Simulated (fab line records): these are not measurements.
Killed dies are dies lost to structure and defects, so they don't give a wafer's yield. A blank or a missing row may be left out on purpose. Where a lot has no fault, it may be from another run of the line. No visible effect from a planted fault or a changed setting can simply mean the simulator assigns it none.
Which of the tools did it? :: flow rit_cmos :: 47 wafers from 16 lots sampled at 5 of the route's 202 steps

## WHAT THE GAUGES READ, wafer by wafer
RIT_NRETRO_OVL_MEAS_06.
lot: L658
measured: day 2 11:00
on: overlay-01
NRETRO_OVL (nm): -2.1 -0.5 -0.5

lot: L659
measured: day 2 16:20
on: overlay-02
NRETRO_OVL (nm): -0.4 -0.2 1.2

lot: L660
measured: day 2 21:50
on: overlay-02
NRETRO_OVL (nm): 1.3 0.6 0.2

lot: L662
measured: day 3 05:57
on: overlay-01
NRETRO_OVL (nm): 1.6 0.9 3.0

lot: L663
measured: day 3 10:19
on: overlay-02
NRETRO_OVL (nm): 1.8 0.4 1.5

lot: L664
measured: day 3 15:38
on: overlay-02
NRETRO_OVL (nm): 0.6 -0.4 -0.8

lot: L667
measured: day 4 07:11
on: overlay-01
NRETRO_OVL (nm): 1.7 -1.2 -0.1

lot: L668
measured: day 4 11:11
on: overlay-02
NRETRO_OVL (nm): -180.9 -181.6

lot: L669
measured: day 4 16:12
on: overlay-01
NRETRO_OVL (nm): -179.9 -179.8 -179.6

lot: L670
measured: day 5 00:06
on: overlay-01
NRETRO_OVL (nm): 1.6 3.3 2.6

lot: L671
measured: day 5 01:03
on: overlay-02
NRETRO_OVL (nm): -179.3 -179.8 -180.0

lot: L672
measured: day 5 05:26
on: overlay-01
NRETRO_OVL (nm): 0.5 0.1 1.2

lot: L677
measured: day 6 11:09
on: overlay-02
NRETRO_OVL (nm): -178.0 -178.8 -178.7

lot: L678
measured: day 6 12:16
on: overlay-01
NRETRO_OVL (nm): 2.2 2.2 1.8

lot: L679
measured: day 6 16:13
on: overlay-02
NRETRO_OVL (nm): 2.1 2.5 2.9

lot: L680
measured: day 6 22:19
on: overlay-02
NRETRO_OVL (nm): 1.5 1.2 1.2

RIT_GATE_CD_MEAS_16 targets a cd of 150 nm.
lot: L658
measured: day 2 20:32
on: cd_sem-01
cd_nm (nm): 146.1 147.4 150.3

lot: L659
measured: day 3 02:26
on: cd_sem-02
cd_nm (nm): 147.7 147.9 146.8

lot: L660
measured: day 3 05:49
on: cd_sem-01
cd_nm (nm): 152.0 152.8 152.2

lot: L662
measured: day 3 14:27
on: cd_sem-02
cd_nm (nm): 148.3 146.2 145.4

lot: L663
measured: day 3 19:19
on: cd_sem-01
cd_nm (nm): 151.3 150.4 151.1

lot: L664
measured: day 4 04:34
on: cd_sem-01
cd_nm (nm): 148.4 150.5 148.9

lot: L667
measured: day 4 18:23
on: cd_sem-02
cd_nm (nm): 149.9 152.4 151.4

lot: L668
measured: day 4 20:53
on: cd_sem-01
cd_nm (nm): 143.0 146.1

lot: L669
measured: day 5 01:49
on: cd_sem-01
cd_nm (nm): 150.7 149.0 149.9

lot: L670
measured: day 5 07:10
on: cd_sem-01
cd_nm (nm): 147.3 148.2 150.0

lot: L671
measured: day 5 08:46
on: cd_sem-01
cd_nm (nm): 147.4 148.1 149.6

lot: L672
measured: day 5 16:58
on: cd_sem-02
cd_nm (nm): 151.9 151.9 150.7

lot: L677
measured: day 6 17:58
on: cd_sem-01
cd_nm (nm): 151.4 153.5 152.4

lot: L678
measured: day 6 21:18
on: cd_sem-01
cd_nm (nm): 152.7 155.1 150.4

lot: L679
measured: day 7 02:24
on: cd_sem-01
cd_nm (nm): 148.8 149.3 149.2

lot: L680
measured: day 7 07:46
on: cd_sem-01
cd_nm (nm): 149.7 152.0 150.9

RIT_SDANNEAL_RS_MEAS_04: the measuring method here is four-point-probe.
lot: L658
measured: day 3 10:30
on: film_metro-03
PSD_RS (ohm/sq): 114.8 115.1 115.1

lot: L659
measured: day 3 15:17
on: film_metro-03
PSD_RS (ohm/sq): 115.4 115.8 115.6

lot: L660
measured: day 3 18:55
on: film_metro-03
PSD_RS (ohm/sq): 115.5 115.0 115.0

lot: L662
measured: day 4 06:08
on: film_metro-01
PSD_RS (ohm/sq): 116.3 116.3 116.5

lot: L663
measured: day 4 10:05
on: film_metro-03
PSD_RS (ohm/sq): 115.9 115.7 115.5

lot: L664
measured: day 4 19:35
on: film_metro-01
PSD_RS (ohm/sq): 116.1 115.9 116.2

lot: L667
measured: day 5 11:37
on: film_metro-02
PSD_RS (ohm/sq): 115.6 116.1 116.2

lot: L668
measured: day 5 11:58
on: film_metro-01
PSD_RS (ohm/sq): 116.2 116.3

lot: L669
measured: day 5 15:37
on: film_metro-02
PSD_RS (ohm/sq): 115.6 115.6 115.7

lot: L670
measured: day 5 23:14
on: film_metro-01
PSD_RS (ohm/sq): 116.4 115.7 116.4

lot: L671
measured: day 5 23:29
on: film_metro-02
PSD_RS (ohm/sq): 115.6 115.7 116.0

lot: L672
measured: day 6 05:59
on: film_metro-03
PSD_RS (ohm/sq): 115.4 115.9 115.7

lot: L677
measured: day 7 08:38
on: film_metro-01
PSD_RS (ohm/sq): 116.5 116.2 116.6

lot: L678
measured: day 7 12:38
on: film_metro-01
PSD_RS (ohm/sq): 116.3 115.7 115.9

lot: L679
measured: day 7 16:02
on: film_metro-01
PSD_RS (ohm/sq): 115.9 115.8 115.9

lot: L680
measured: day 7 20:59
on: film_metro-02
PSD_RS (ohm/sq): 116.4 115.7 116.1

## TOOL THAT RAN EACH LOT (tool first, then ch and the chambers of the sampled wafers, then the start)
lot: L658
RIT_NWELL_STRIP_09: plasma_asher-04 ch 0,1, day 2 03:02
RIT_NRETRO_EXPOSE_03: iline_stepper-02 ch 0, day 2 10:36

lot: L659
RIT_NWELL_STRIP_09: plasma_asher-02 ch 0,1, day 2 07:21
RIT_NRETRO_EXPOSE_03: iline_stepper-01 ch 0, day 2 15:55

lot: L660
RIT_NWELL_STRIP_09: plasma_asher-02 ch 0,1, day 2 12:20
RIT_NRETRO_EXPOSE_03: iline_stepper-02 ch 0, day 2 21:25

lot: L662
RIT_NWELL_STRIP_09: plasma_asher-04 ch 0,1, day 2 19:55
RIT_NRETRO_EXPOSE_03: iline_stepper-02 ch 0, day 3 05:31

lot: L663
RIT_NWELL_STRIP_09: plasma_asher-03 ch 0,1, day 3 01:29
RIT_NRETRO_EXPOSE_03: iline_stepper-02 ch 0, day 3 09:55

lot: L664
RIT_NWELL_STRIP_09: plasma_asher-02 ch 1, day 3 05:06
RIT_NRETRO_EXPOSE_03: iline_stepper-02 ch 0, day 3 15:13

lot: L667
RIT_NWELL_STRIP_09: plasma_asher-02 ch 0,1, day 3 22:56
RIT_NRETRO_EXPOSE_03: iline_stepper-02 ch 0, day 4 06:37

lot: L668
RIT_NWELL_STRIP_09: plasma_asher-03 ch 0,1, day 4 02:38
RIT_NRETRO_EXPOSE_03: iline_stepper-02 ch 0, day 4 10:46

lot: L669
RIT_NWELL_STRIP_09: plasma_asher-02 ch 0,1, day 4 07:22
RIT_NRETRO_EXPOSE_03: iline_stepper-02 ch 0, day 4 15:46

lot: L670
RIT_NWELL_STRIP_09: plasma_asher-04 ch 0,1, day 4 15:44
RIT_NRETRO_EXPOSE_03: iline_stepper-01 ch 0, day 4 23:41

lot: L671
RIT_NWELL_STRIP_09: plasma_asher-03 ch 0,1, day 4 16:56
RIT_NRETRO_EXPOSE_03: iline_stepper-02 ch 0, day 5 00:37

lot: L672
RIT_NWELL_STRIP_09: plasma_asher-02 ch 0,1, day 4 20:16
RIT_NRETRO_EXPOSE_03: iline_stepper-01 ch 0, day 5 05:00

lot: L677
RIT_NWELL_STRIP_09: plasma_asher-02 ch 0,1, day 6 02:54
RIT_NRETRO_EXPOSE_03: iline_stepper-02 ch 0, day 6 10:44

lot: L678
RIT_NWELL_STRIP_09: plasma_asher-02 ch 0,1, day 6 04:05
RIT_NRETRO_EXPOSE_03: iline_stepper-01 ch 0, day 6 11:50

lot: L679
RIT_NWELL_STRIP_09: plasma_asher-03 ch 0,1, day 6 07:20
RIT_NRETRO_EXPOSE_03: iline_stepper-01 ch 0, day 6 15:42

lot: L680
RIT_NWELL_STRIP_09: plasma_asher-02 ch 0,1, day 6 13:51
RIT_NRETRO_EXPOSE_03: iline_stepper-01 ch 0, day 6 21:54
- RIT_NWELL_STRIP_09: strips in O2, time 180 s.
- RIT_NRETRO_EXPOSE_03: exposes mask M4, target cd 43900 nm.

## WHAT THE TOOLS THEMSELVES READ (means of the sampled wafers that have a number; where no wafer has one, the mark that the record gives instead)
RIT_NWELL_STRIP_09.
lot: L658
tool: plasma_asher-04
chamber_pressure_mTorr (mTorr): 4000
drypump_motor_current_A (A): 5.65

lot: L659
tool: plasma_asher-02
chamber_pressure_mTorr (mTorr): 4000
drypump_motor_current_A (A): 6.30

lot: L660
tool: plasma_asher-02
chamber_pressure_mTorr (mTorr): 3999
drypump_motor_current_A (A): 6.31

lot: L662
tool: plasma_asher-04
chamber_pressure_mTorr (mTorr): 3998
drypump_motor_current_A (A): 5.52

lot: L663
tool: plasma_asher-03
chamber_pressure_mTorr (mTorr): 4000
drypump_motor_current_A (A): 5.97

lot: L664
tool: plasma_asher-02
chamber_pressure_mTorr (mTorr): 4000
drypump_motor_current_A (A): 6.30

lot: L667
tool: plasma_asher-02
chamber_pressure_mTorr (mTorr): 4001
drypump_motor_current_A (A): 6.29

lot: L668
tool: plasma_asher-03
chamber_pressure_mTorr (mTorr): 3998
drypump_motor_current_A (A): 6.02

lot: L669
tool: plasma_asher-02
chamber_pressure_mTorr (mTorr): 4001
drypump_motor_current_A (A): 6.27

lot: L670
tool: plasma_asher-04
chamber_pressure_mTorr (mTorr): 4000
drypump_motor_current_A (A): 5.64

lot: L671
tool: plasma_asher-03
chamber_pressure_mTorr (mTorr): 3998
drypump_motor_current_A (A): 5.99

lot: L672
tool: plasma_asher-02
chamber_pressure_mTorr (mTorr): 3999
drypump_motor_current_A (A): 6.29

lot: L677
tool: plasma_asher-02
chamber_pressure_mTorr (mTorr): 3996
drypump_motor_current_A (A): 6.26

lot: L678
tool: plasma_asher-02
chamber_pressure_mTorr (mTorr): 3998
drypump_motor_current_A (A): 6.27

lot: L679
tool: plasma_asher-03
chamber_pressure_mTorr (mTorr): 4001
drypump_motor_current_A (A): 6.06

lot: L680
tool: plasma_asher-02
chamber_pressure_mTorr (mTorr): 3998
drypump_motor_current_A (A): 6.31

## THE ANSWER, worked out from the rows above alone
Rule: what is usual is taken from the lots themselves. The widest of any qualifying gaps counts: lots, ordered by their means at a reading, are off when they make up no more than a third of the lots, leave a main group of 4 or more, and stand apart from it by 3 or more times the standard deviation of that group's means. A main group whose means are all the same, to the digits that the tables above print for the reading, isn't used. Also off: a lot with no number at a reading for which 4 or more lots have one. Any other lot the step has rows for is counted as sound. Order of review: gauges by route order, followed by the tools' own readings, for which a lot's mean as printed above is used. The first step at which some lot is off is used, and at that step the reading that is off furthest; a lot without a number counts as furthest.
Off: L668, L669, L671, L677, at RIT_NRETRO_OVL_MEAS_06 (NRETRO_OVL). The main group has a mean of 1.0 nm with a standard deviation of 1.1.
If a tool, at a process step before that reading, ran all the lots that are off and no sound lot after the first of them, it fits. The gauges at RIT_NRETRO_OVL_MEAS_06 are tried like those tools. One candidate fits, namely iline_stepper-02 at RIT_NRETRO_EXPOSE_03. A fault onset in the window from L667 (day 4 06:37, its last sound lot) to L668 (day 4 10:46, its first lot off) fits.

## WHAT THE SIMULATOR PUT IN
Scanner matching overlay: iline_stepper-02, from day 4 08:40 on, at RIT_NRETRO_EXPOSE_03. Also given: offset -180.
Lots struck among those shown: L668, L669, L671, L677. The rule above reached the same finding.
